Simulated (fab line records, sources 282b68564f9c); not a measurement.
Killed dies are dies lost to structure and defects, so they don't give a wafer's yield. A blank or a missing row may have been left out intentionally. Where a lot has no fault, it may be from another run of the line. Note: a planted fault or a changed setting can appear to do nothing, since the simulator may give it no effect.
Which tool was responsible? | flow rit cmos | 7 lots, 21 wafers sampled, at 2 steps of a route of 202

## WHAT THE GAUGES SHOWED, per wafer
RIT_NRETRO_TW_MEAS_10.
lot  | measured     | on            | NRETRO_TW
L943 | day 2 22:58  | film metro-03 | 1047 1041 1043
L947 | day 3 23:11  | film metro-03 | 1043 1039 1042
L949 | day 4 09:26  | film metro-01 | 1053 1053 1050
L951 | day 4 17:01  | film metro-03 | 1050 1049 1047
L958 | day 6 05:50  | film metro-04 | 863 858 858
L960 | day 6 13:05  | film metro-03 | 1036 1039 1043
L962 | day 18 11:10 | film metro-04 | 1056 1062 1054

## EACH LOT AND THE TOOL THAT RAN IT (in order: tool; ch and the chambers of the sampled wafers; start)
lot  | RIT_NRETRO_IMPLANT_08
L943 | implanter-04 ch 0, day 2 22:39
L947 | implanter-04 ch 0, day 3 22:52
L949 | implanter-04 ch 0, day 4 09:07
L951 | implanter-04 ch 0, day 4 16:44
L958 | implanter-04 ch 0, day 6 05:31
L960 | implanter-03 ch 0, day 6 12:48
L962 | implanter-04 ch 0, day 18 10:52
- RIT_NRETRO_IMPLANT_08

## THE ANSWER, worked out from the rows above alone
Rule: the usual values come from the lots themselves. The widest of any qualifying gaps counts: lots, ordered by their means at a reading, are off when they make up no more than a third of the lots, leave a main group of 4 or more, and stand apart from it by 3 or more times the standard deviation of that group's means. Not used: any main group whose means are identical at the precision the tables above print for the reading. A lot without any number at a reading at which 4 lots or more have one is off too. All remaining lots with rows at the step are treated as sound.
Off: L958, at RIT_NRETRO_TW_MEAS_10 (NRETRO_TW). Main group: mean 1047, sd 6.3.
If a tool, at a process step before that reading, ran all the lots that are off and no sound lot after the first of them, it fits. Those tools and the gauges at RIT_NRETRO_TW_MEAS_10 are tried in the same way. Of those tried, none fits.

## WHAT THE SIMULATOR HAD PUT IN
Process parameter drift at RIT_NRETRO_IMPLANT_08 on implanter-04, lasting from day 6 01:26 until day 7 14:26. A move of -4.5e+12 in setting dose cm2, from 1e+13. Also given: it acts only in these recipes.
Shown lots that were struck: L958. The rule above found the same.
